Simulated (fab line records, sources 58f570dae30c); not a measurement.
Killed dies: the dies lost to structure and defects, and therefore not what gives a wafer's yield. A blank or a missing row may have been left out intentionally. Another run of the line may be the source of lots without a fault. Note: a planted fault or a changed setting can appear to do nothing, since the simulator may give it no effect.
Which tool is to blame? -- flow berkeley cmos170 -- 39 wafers from 13 lots sampled at 6 of the route's 331 steps

== WHAT THE GAUGES SHOWED, per wafer ==
UCB170_PSD_CD_MEAS_06: target cd 1200 nm. Usual: cd nm at 1200.3 nm, with a standard deviation of 1.4.
lot,measured,on,cd nm (nm),flag
L871,day 6 16:52,cd sem-01,1196.5 1198.6 1198.6,
L872,day 6 17:07,cd sem-02,1200.3 1200.3 1199.7,
L873,day 7 04:09,cd sem-02,1199.0 1200.4 1201.6,
L875,day 7 04:24,cd sem-02,1200.4 1201.1 1200.0,
L874,day 7 03:53,cd sem-02,1201.3 1202.7 1200.7,
L878,day 8 01:45,cd sem-01,1202.8 1202.2 1201.0,
L885,day 9 15:38,cd sem-02,1201.8 1202.9 1202.6,
L887,day 10 03:23,cd sem-02,1202.2 1200.2 1202.2,
L888,day 10 15:31,cd sem-01,1201.8 1200.9 1200.2,
L889,day 10 15:35,cd sem-02,1197.5 1198.8 1198.4,
L890,day 10 18:42,cd sem-02,1201.7 1200.8 1201.7,
L891,day 10 18:49,cd sem-01,1200.2 1200.5 1201.2,
L892,day 11 12:08,cd sem-02,1201.7 1200.7 1200.5,

UCB170_NSD_TW_MEAS_10. Usual: NSD_TW gives 4176 (standard deviation 36).
lot,measured,on,NSD_TW,flag
L871,day 6 19:05,film metro-04,4203 4216 4194,
L872,day 6 19:38,film metro-04,4229 4189 4198,
L873,day 7 06:35,film metro-03,4140 4128 4134,
L875,day 7 06:49,film metro-03,4136 4143 4122,
L874,day 7 06:20,film metro-04,4229 4218 4219,
L878,day 8 04:11,film metro-04,30 30 30 30 30 30,OFF
L885,day 9 18:00,film metro-03,4155 4152 4137,
L887,day 10 07:21,film metro-01,4178 4197 4208,
L888,day 10 17:38,film metro-01,4187 4184 4194,
L889,day 10 17:59,film metro-03,4144 4109 4140,
L890,day 10 21:37,film metro-04,4230 4255 4242,
L891,day 10 22:05,film metro-04,4215 4203 4213,
L892,day 11 14:05,film metro-01,4166 4185 4192,

UCB170_CONTACT_CD_MEAS_15: target cd 700 nm. Usual: cd nm at 700.0 nm, with a standard deviation of 1.2.
lot,measured,on,cd nm (nm),flag
L871,day 7 00:59,cd sem-01,700.2 700.8 700.7,
L872,day 7 01:45,cd sem-02,700.0 697.9 699.5,
L873,day 7 14:24,cd sem-01,702.3 700.8 701.9,
L875,day 7 14:11,cd sem-02,698.3 698.9 699.7,
L874,day 7 14:04,cd sem-02,697.6 698.9 698.3,
L885,day 10 00:09,cd sem-02,698.1 697.8 699.3,
L887,day 10 14:41,cd sem-01,700.0 700.3 701.7,
L888,day 11 00:26,cd sem-02,701.3 701.5 701.0,
L889,day 11 00:40,cd sem-01,699.3 700.0 698.5,
L890,day 11 06:31,cd sem-02,701.3 700.8 701.4,
L891,day 11 06:47,cd sem-01,701.1 701.2 701.6,
L892,day 11 22:59,cd sem-01,700.1 698.7 699.4,

== WHAT TOOL EACH LOT RAN ON (gives the tool, then ch and the chambers of the sampled wafers, and finally the start) ==
lot,UCB170_NLDD_STRIP_10,UCB170_PSD_STRIP_09,UCB170_NSD_STRIP_09
L871,"plasma asher-04 ch 0,1, day 6 11:09","plasma asher-01 ch 0,1, day 6 17:10","plasma asher-02 ch 0,1, day 6 18:59"
L872,"plasma asher-02 ch 1, day 6 11:10","plasma asher-01 ch 0,1, day 6 17:25","plasma asher-02 ch 0,1, day 6 19:32"
L873,"plasma asher-01 ch 0,1, day 6 19:25","plasma asher-03 ch 0,1, day 7 04:26","plasma asher-04 ch 0,1, day 7 06:29"
L875,"plasma asher-01 ch 0,1, day 6 20:03","plasma asher-02 ch 0,1, day 7 04:43","plasma asher-03 ch 0,1, day 7 06:43"
L874,"plasma asher-02 ch 0, day 6 20:07","plasma asher-02 ch 1, day 7 04:20","plasma asher-02 ch 0,1, day 7 06:14"
L878,"plasma asher-04 ch 0,1, day 7 19:00","plasma asher-03 ch 0,1, day 8 02:02","plasma asher-02 ch 0,1, day 8 04:04"
L885,"plasma asher-04 ch 0,1, day 9 10:03","plasma asher-01 ch 0,1, day 9 15:55","plasma asher-03 ch 0,1, day 9 17:53"
L887,"plasma asher-01 ch 0,1, day 9 22:24","plasma asher-03 ch 0,1, day 10 03:42","plasma asher-03 ch 0,1, day 10 07:16"
L888,"plasma asher-01 ch 0, day 10 09:20","plasma asher-03 ch 0,1, day 10 15:49","plasma asher-04 ch 0,1, day 10 17:32"
L889,"plasma asher-04 ch 1, day 10 09:35","plasma asher-01 ch 0,1, day 10 15:53","plasma asher-03 ch 0,1, day 10 17:53"
L890,"plasma asher-04 ch 0, day 10 13:49","plasma asher-02 ch 0,1, day 10 19:01","plasma asher-04 ch 0,1, day 10 21:31"
L891,"plasma asher-02 ch 0,1, day 10 14:33","plasma asher-03 ch 0,1, day 10 19:08","plasma asher-02 ch 0,1, day 10 21:59"
L892,"plasma asher-04 ch 0, day 11 05:14","plasma asher-02 ch 0,1, day 11 12:25","plasma asher-04 ch 0,1, day 11 13:59"
- UCB170_NLDD_STRIP_10: strips in O2.
- UCB170_PSD_STRIP_09: strips in O2.
- UCB170_NSD_STRIP_09: strips in O2.

== AS READ BY THE TOOLS THEMSELVES (means over the sampled wafers that have a number; for cases with no such wafer, the mark the record gives instead) ==
UCB170_NLDD_STRIP_10. Usual: chamber pressure mTorr 3500 mTorr, standard deviation 3.1; drypump motor current A 5.6 A, standard deviation 0.32; oes product au 0.734 a.u., standard deviation 0.0046; strip time to endpoint s 21.68 s, standard deviation 0.063.
lot,tool,chamber pressure mTorr (mTorr),drypump motor current A (A),oes product au (a.u.),strip time to endpoint s (s),flag
L871,plasma asher-04,3498,5.9,0.732,21.81,
L872,plasma asher-02,3499,5.2,0.732,21.66,
L873,plasma asher-01,3498,5.6,0.735,21.62,
L875,plasma asher-01,3499,5.6,0.732,21.63,
L874,plasma asher-02,3499,5.7,0.735,21.64,
L878,plasma asher-04,3498,5.9,0.730,21.72,
L885,plasma asher-04,3499,5.6,0.733,21.74,
L887,plasma asher-01,3499,5.7,0.741,21.63,
L888,plasma asher-01,3498,5.7,0.738,21.74,
L889,plasma asher-04,3499,6.2,0.732,21.64,
L890,plasma asher-04,3501,5.3,0.738,21.68,
L891,plasma asher-02,3500,5.4,0.733,21.73,
L892,plasma asher-04,3503,5.3,0.732,21.79,

UCB170_PSD_STRIP_09. Usual: chamber pressure mTorr 3500 mTorr, standard deviation 3.2; drypump motor current A 5.56 A, standard deviation 0.17; oes product au 0.601 a.u., standard deviation 0.0042; strip time to endpoint s 29.44 s, standard deviation 0.077.
lot,tool,chamber pressure mTorr (mTorr),drypump motor current A (A),oes product au (a.u.),strip time to endpoint s (s),flag
L871,plasma asher-01,3499,5.66,0.600,29.47,
L872,plasma asher-01,3494,5.64,0.603,29.42,
L873,plasma asher-03,3498,5.56,0.602,29.41,
L875,plasma asher-02,3499,5.36,0.601,29.56,
L874,plasma asher-02,3501,5.17,0.599,29.45,
L878,plasma asher-03,3501,5.57,0.441,-,OFF
L885,plasma asher-01,3499,5.63,0.595,29.54,
L887,plasma asher-03,3501,5.57,0.597,29.48,
L888,plasma asher-03,3499,5.58,0.605,29.47,
L889,plasma asher-01,3502,5.61,0.597,29.48,
L890,plasma asher-02,3500,5.34,0.598,29.39,
L891,plasma asher-03,3501,5.57,0.599,29.54,
L892,plasma asher-02,3497,5.35,0.603,29.44,

UCB170_NSD_STRIP_09. Usual: chamber pressure mTorr 3500.0 mTorr, standard deviation 2.9; drypump motor current A 5.6 A, standard deviation 0.33; oes product au 0.534 a.u., standard deviation 0.0048; strip time to endpoint s 35.84 s, standard deviation 0.079.
lot,tool,chamber pressure mTorr (mTorr),drypump motor current A (A),oes product au (a.u.),strip time to endpoint s (s),flag
L871,plasma asher-02,3499.4,5.4,0.534,35.76,
L872,plasma asher-02,3498.8,5.4,0.538,35.83,
L873,plasma asher-04,3499.5,5.9,0.538,35.93,
L875,plasma asher-03,3500.6,5.6,0.535,35.88,
L874,plasma asher-02,3498.6,5.4,0.534,35.87,
L878,plasma asher-02,3502.5,5.5,0.606,56.37,OFF
L885,plasma asher-03,3502.6,5.6,0.531,35.72,
L887,plasma asher-03,3498.9,5.6,0.530,35.83,
L888,plasma asher-04,3499.0,5.6,0.531,35.81,
L889,plasma asher-03,3503.5,5.5,0.531,35.85,
L890,plasma asher-04,3500.5,5.9,0.531,35.83,
L891,plasma asher-02,3499.0,5.3,0.535,35.71,
L892,plasma asher-04,3500.1,5.9,0.537,35.85,

== THE ANSWER, worked out from the rows above alone ==
Rule: take the mean of a lot's wafers that have a number; if it is more than 3 standard deviations from the usual mean, the lot is off. Also off: a lot with no number at a reading for which 4 or more lots have one. Where the step has rows for the other lots, those lots are counted as sound. After the gauges, taken in route order, come the tools' own readings; for these a lot's mean is taken, as printed above. At the first step where some lot is off, the reading lying furthest off is the one used; lots without a number count as furthest.
Off: at UCB170_NSD_TW_MEAS_10 (NSD_TW), L878.
If a tool, at a process step before that reading, ran all the lots that are off and no sound lot after the first of them, it fits. Not tried: the gauges at UCB170_NSD_TW_MEAS_10; whatever is off there is also off at UCB170_PSD_STRIP_09, on other tools, and gauge error can't account for it. No candidate that was tried fits.

== WHAT THE SIMULATOR HAD INSERTED ==
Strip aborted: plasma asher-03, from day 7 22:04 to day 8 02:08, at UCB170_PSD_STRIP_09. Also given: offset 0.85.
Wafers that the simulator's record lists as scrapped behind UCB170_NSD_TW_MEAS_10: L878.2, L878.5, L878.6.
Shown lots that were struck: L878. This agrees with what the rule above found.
